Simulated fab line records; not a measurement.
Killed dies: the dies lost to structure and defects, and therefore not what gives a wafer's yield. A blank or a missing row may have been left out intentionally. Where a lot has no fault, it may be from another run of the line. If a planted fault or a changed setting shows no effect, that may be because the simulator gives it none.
A sampling plan put to the test | flow rit_cmos | one fab line, 29 faults that these records tell of, each judged on the records of the lots that it struck
What counts as the plan is the set of the line's own looks, namely the steps on the route at which a gauge or an inspection reads a wafer and does not change it. Where struck wafers have a number at a look and the file lists that look's usual mean and standard deviation on fault-free wafers, the look can be judged. Caught: the struck wafers' mean, at a look after the fault's first step, is 4 or more of those standard deviations (sigma) away from the usual mean. On the tool: here the same test is run on the tool's own readings at the fault's steps. If the struck wafers alone have a blank record, or they carry another recipe, that too counts as caught.

## THE FAULTS, as the simulator had put them in
1. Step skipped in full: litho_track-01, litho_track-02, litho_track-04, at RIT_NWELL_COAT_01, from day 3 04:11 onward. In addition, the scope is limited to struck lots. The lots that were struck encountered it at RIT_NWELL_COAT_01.
2. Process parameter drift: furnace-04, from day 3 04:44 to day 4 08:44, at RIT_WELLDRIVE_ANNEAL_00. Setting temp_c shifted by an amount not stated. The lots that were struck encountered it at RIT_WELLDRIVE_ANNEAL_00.
3. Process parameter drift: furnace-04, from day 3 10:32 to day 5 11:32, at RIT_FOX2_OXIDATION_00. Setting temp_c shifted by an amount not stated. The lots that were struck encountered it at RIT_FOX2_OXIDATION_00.
4. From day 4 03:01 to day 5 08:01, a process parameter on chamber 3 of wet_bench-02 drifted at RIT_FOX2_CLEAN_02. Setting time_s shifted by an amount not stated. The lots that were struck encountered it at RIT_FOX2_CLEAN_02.
5. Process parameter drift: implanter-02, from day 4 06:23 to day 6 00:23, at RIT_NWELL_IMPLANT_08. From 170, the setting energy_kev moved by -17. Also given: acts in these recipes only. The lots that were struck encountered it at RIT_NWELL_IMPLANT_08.
6. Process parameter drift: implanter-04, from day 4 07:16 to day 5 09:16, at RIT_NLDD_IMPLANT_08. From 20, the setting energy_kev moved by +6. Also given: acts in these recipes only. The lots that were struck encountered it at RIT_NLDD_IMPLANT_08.
7. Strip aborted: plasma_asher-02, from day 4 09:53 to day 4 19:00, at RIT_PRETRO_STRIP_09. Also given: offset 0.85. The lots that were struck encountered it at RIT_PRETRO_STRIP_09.
8. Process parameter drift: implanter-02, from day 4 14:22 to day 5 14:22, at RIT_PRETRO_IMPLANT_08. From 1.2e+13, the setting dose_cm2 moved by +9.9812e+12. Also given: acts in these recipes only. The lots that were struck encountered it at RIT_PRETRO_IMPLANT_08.
9. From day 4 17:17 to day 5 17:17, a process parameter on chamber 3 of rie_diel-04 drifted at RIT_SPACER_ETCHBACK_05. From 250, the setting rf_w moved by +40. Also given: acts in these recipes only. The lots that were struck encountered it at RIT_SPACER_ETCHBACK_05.
10. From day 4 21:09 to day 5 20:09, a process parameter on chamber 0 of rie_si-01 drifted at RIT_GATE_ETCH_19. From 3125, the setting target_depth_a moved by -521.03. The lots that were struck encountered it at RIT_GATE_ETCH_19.
11. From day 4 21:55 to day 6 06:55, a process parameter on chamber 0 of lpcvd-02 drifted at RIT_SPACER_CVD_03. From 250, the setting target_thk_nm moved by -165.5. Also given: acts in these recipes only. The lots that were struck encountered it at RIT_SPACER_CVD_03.
12. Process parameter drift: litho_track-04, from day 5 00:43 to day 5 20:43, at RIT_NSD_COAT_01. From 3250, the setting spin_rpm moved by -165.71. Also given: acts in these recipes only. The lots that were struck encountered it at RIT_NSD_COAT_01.
13. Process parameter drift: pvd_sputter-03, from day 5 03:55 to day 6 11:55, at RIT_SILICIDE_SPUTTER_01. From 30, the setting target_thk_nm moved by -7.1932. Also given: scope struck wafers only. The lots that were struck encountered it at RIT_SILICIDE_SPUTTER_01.
14. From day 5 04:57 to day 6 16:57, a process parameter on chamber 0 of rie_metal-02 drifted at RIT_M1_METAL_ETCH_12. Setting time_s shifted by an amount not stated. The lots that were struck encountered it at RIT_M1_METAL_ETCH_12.
15. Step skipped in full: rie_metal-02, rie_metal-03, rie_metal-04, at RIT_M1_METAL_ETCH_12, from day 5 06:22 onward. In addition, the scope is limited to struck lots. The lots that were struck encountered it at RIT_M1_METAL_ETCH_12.
16. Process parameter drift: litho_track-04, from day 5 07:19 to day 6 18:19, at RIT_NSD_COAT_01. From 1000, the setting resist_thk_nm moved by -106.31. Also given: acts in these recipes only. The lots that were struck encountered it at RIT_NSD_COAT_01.
17. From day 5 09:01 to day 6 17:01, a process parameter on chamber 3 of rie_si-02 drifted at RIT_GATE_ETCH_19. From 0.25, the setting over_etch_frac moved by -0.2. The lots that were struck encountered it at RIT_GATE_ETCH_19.
18. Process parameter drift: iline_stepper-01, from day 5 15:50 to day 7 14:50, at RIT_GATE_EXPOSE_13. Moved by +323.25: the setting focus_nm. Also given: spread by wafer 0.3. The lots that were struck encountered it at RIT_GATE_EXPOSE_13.
19. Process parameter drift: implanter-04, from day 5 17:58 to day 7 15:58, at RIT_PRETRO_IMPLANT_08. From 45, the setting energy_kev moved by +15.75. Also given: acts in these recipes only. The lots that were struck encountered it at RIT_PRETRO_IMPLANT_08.
20. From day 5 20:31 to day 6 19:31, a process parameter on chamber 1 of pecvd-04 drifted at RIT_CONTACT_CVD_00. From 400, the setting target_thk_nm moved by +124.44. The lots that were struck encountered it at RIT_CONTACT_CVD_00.
21. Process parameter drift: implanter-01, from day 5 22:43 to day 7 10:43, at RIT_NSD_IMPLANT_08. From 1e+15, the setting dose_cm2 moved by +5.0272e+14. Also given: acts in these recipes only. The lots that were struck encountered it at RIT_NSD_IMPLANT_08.
22. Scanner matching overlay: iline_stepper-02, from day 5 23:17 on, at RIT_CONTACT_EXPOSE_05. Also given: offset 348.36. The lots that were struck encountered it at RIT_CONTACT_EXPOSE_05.
23. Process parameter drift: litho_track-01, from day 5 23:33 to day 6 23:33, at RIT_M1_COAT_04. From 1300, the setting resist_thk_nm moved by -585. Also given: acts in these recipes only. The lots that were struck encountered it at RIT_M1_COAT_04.
24. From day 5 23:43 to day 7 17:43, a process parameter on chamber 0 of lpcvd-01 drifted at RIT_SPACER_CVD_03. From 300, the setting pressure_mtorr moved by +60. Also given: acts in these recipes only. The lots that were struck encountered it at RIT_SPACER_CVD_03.
25. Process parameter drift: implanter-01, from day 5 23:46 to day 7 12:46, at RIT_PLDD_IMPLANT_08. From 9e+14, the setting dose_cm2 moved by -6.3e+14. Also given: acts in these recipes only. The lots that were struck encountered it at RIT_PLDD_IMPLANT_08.
26. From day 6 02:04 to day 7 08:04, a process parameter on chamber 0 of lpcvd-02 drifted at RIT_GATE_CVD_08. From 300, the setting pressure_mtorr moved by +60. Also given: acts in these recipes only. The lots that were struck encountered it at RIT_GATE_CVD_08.
27. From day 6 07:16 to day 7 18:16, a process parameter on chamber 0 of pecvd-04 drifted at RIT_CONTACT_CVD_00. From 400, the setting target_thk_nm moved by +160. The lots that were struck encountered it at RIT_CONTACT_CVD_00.
28. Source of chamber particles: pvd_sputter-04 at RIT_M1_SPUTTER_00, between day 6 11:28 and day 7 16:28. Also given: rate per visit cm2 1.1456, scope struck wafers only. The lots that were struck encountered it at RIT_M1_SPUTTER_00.
29. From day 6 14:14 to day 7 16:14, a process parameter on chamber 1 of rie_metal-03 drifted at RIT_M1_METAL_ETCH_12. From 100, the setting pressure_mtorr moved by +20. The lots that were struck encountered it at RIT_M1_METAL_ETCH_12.

## WHAT THE PLAN SAW
fault | on the tool itself                               | first look that catches it                      | reading, sigma                                          | median hours from its first step to that look | hours from the fault's start to the first struck lot there | judged looks passed uncaught
1     | the tool's record is blank for the struck wafers | RIT_PWELL_TW_MEAS_10                            | PWELL_TW +99 or beyond                                  | 3.0                                           | 5                                                          | 0
2     | tube_center_temp_C +99 or beyond sigma           | RIT_WELLDRIVE_RS_MEAS_01                        | NWELL_RS -28                                            | 5.1                                           | 17                                                         | 0
3     | tube_center_temp_C +99 or beyond sigma           | none of the 8 looks that can be judged after it | strongest: FOX2_OXIDE_THK at RIT_FOX2_THK_MEAS_01, +2.3 | -                                             | -                                                          | 8
4     | run_length_s -47 sigma                           | none of the 7 looks that can be judged after it | strongest: PWELL_OVL at RIT_PWELL_OVL_MEAS_06, -2.2     | -                                             | -                                                          | 7
5     | beam_energy_keV -99 or beyond sigma              | not the one look that can be judged after it    | strongest: NWELL_TW at RIT_NWELL_TW_MEAS_10, -3.5       | -                                             | -                                                          | 1
6     | beam_energy_keV +99 or beyond sigma              | RIT_NLDD_TW_MEAS_10                             | NLDD_TW +17                                             | 0.3                                           | 2                                                          | 0
7     | run_length_s -99 or beyond sigma                 | no look after it can be judged                  | -                                                       | -                                             | -                                                          | 0
8     | dose_ions_cm2 +99 or beyond sigma                | RIT_PRETRO_TW_MEAS_10                           | PRETRO_TW +36                                           | 0.3                                           | 5                                                          | 0
9     | rf_fwd_power_W +54 sigma                         | none of the 7 looks that can be judged after it | -                                                       | -                                             | -                                                          | 7
10    | oes_product_au +11 sigma                         | no look after it can be judged                  | -                                                       | -                                             | -                                                          | 0
11    | under 2 sigma                                    | RIT_SPACER_THK_MEAS_04                          | SPACER_NITRIDE_THK -82                                  | 1.9                                           | 5                                                          | 0
12    | spin_speed_rpm -75 sigma                         | not the one look that can be judged after it    | -                                                       | -                                             | -                                                          | 1
13    | under 2 sigma                                    | RIT_SILICIDE_RS_MEAS_02                         | SILICIDE_TI_RS +30                                      | 0.1                                           | 3                                                          | 0
14    | run_length_s -99 or beyond sigma                 | RIT_M1_CD_MEAS_90                               | cd_nm +5.4                                              | 0.5                                           | 7                                                          | 0
15    | the tool's record is blank for the struck wafers | no look after it can be judged                  | -                                                       | -                                             | -                                                          | 0
16    | under 2 sigma                                    | not the one look that can be judged after it    | -                                                       | -                                             | -                                                          | 1
17    | oes_product_au +9.3 sigma                        | no look after it can be judged                  | -                                                       | -                                             | -                                                          | 0
18    | exposure_dose_mJ_cm2 -32 sigma                   | RIT_GATE_CD_MEAS_16                             | cd_nm -15                                               | 0.5                                           | 10                                                         | 0
19    | beam_energy_keV +99 or beyond sigma              | RIT_PRETRO_TW_MEAS_10                           | PRETRO_TW +8.4                                          | 0.3                                           | 14                                                         | 0
20    | under 2 sigma                                    | RIT_CONTACT_THK_MEAS_01                         | CONTACT_TEOS_THK +25                                    | 0.1                                           | 5                                                          | 0
21    | dose_ions_cm2 +99 or beyond sigma                | RIT_NSD_TW_MEAS_10                              | NSD_TW +18                                              | 0.3                                           | 1                                                          | 0
22    | under 2 sigma                                    | RIT_CONTACT_OVL_MEAS_09                         | CONTACT_OVL +99 or beyond                               | 0.6                                           | 3                                                          | 0
23    | no reading that can be judged                    | RIT_M1_CD_MEAS_09                               | cd_nm -37                                               | 0.9                                           | 5                                                          | 0
24    | pressure_mtorr +93 sigma                         | RIT_SPACER_THK_MEAS_04                          | SPACER_NITRIDE_THK +6.7                                 | 2.9                                           | 9                                                          | 0
25    | dose_ions_cm2 -99 or beyond sigma                | RIT_PLDD_TW_MEAS_10                             | PLDD_TW -61                                             | 0.3                                           | 5                                                          | 0
26    | pressure_mtorr +99 or beyond sigma               | RIT_GATE_THK_MEAS_09                            | GATE_POLY_THK +12                                       | 1.6                                           | 4                                                          | 0
27    | under 2 sigma                                    | RIT_CONTACT_THK_MEAS_01                         | CONTACT_TEOS_THK +32                                    | 0.0                                           | 6                                                          | 0
28    | under 2 sigma                                    | none of the 6 looks that can be judged after it | -                                                       | -                                             | -                                                          | 6
29    | chamber_pressure_mTorr +99 or beyond sigma       | no look after it can be judged                  | -                                                       | -                                             | -                                                          | 0
A dash: this means the fault isn't caught or the number doesn't appear in these records.

Caught at a look: 17 of 29. Caught on the tool: 21 of 29. By one or the other: 27 of 29.
Faults caught by the tool alone: 3, 4, 5, 7, 9, 10, 12, 15, 17, 29.
Caught at a look alone: faults 11, 13, 20, 22, 23, 27.
Caught by neither: faults 16, 28.

## THINNER SAMPLING
In the worst case, this is how late the first struck lot would be measured if the look that catches a fault measured only every second or every third lot, by lot number:
fault | struck lots at that look, in order of time | every lot | every second lot | every third lot
1     | L651, L652, L653                           | 5 h       | 9 h              | 14 h
2     | L393, L395                                 | 17 h      | may miss all 2   | may miss all 2
6     | L269, L271, L274                           | 2 h       | 24 h             | may miss all 3
8     | L799, L800, L802                           | 5 h       | 9 h              | may miss all 3
11    | L909, L914                                 | 5 h       | 24 h             | may miss all 2
13    | L244                                       | 3 h       | may miss it      | may miss it
14    | L431, L434                                 | 7 h       | 20 h             | may miss all 2
18    | L779, L780                                 | 10 h      | 16 h             | may miss all 2
19    | L146, L147                                 | 14 h      | 21 h             | may miss all 2
20    | L771, L773                                 | 5 h       | may miss all 2   | may miss all 2
21    | L214, L219                                 | 1 h       | 26 h             | may miss all 2
22    | L840, L841, L842                           | 3 h       | 5 h              | 16 h
23    | L447, L448                                 | 5 h       | 7 h              | may miss all 2
24    | L546                                       | 9 h       | may miss it      | may miss it
25    | L974, L976                                 | 5 h       | may miss all 2   | may miss all 2
26    | L321, L323                                 | 4 h       | may miss all 2   | may miss all 2
27    | L685, L686                                 | 6 h       | 10 h             | may miss all 2
Hours: fault start to first struck lot measured. The limit of 4 sigma was tested on all struck wafers together, so one lot alone may lie under it. Other struck lots may not be in these records.

## THE LONGEST TIMED WAY FROM STEP TO LOOK
Fault 2: median gap of 5.1 hours between RIT_WELLDRIVE_ANNEAL_00 and RIT_WELLDRIVE_RS_MEAS_01. No look between them can be judged.
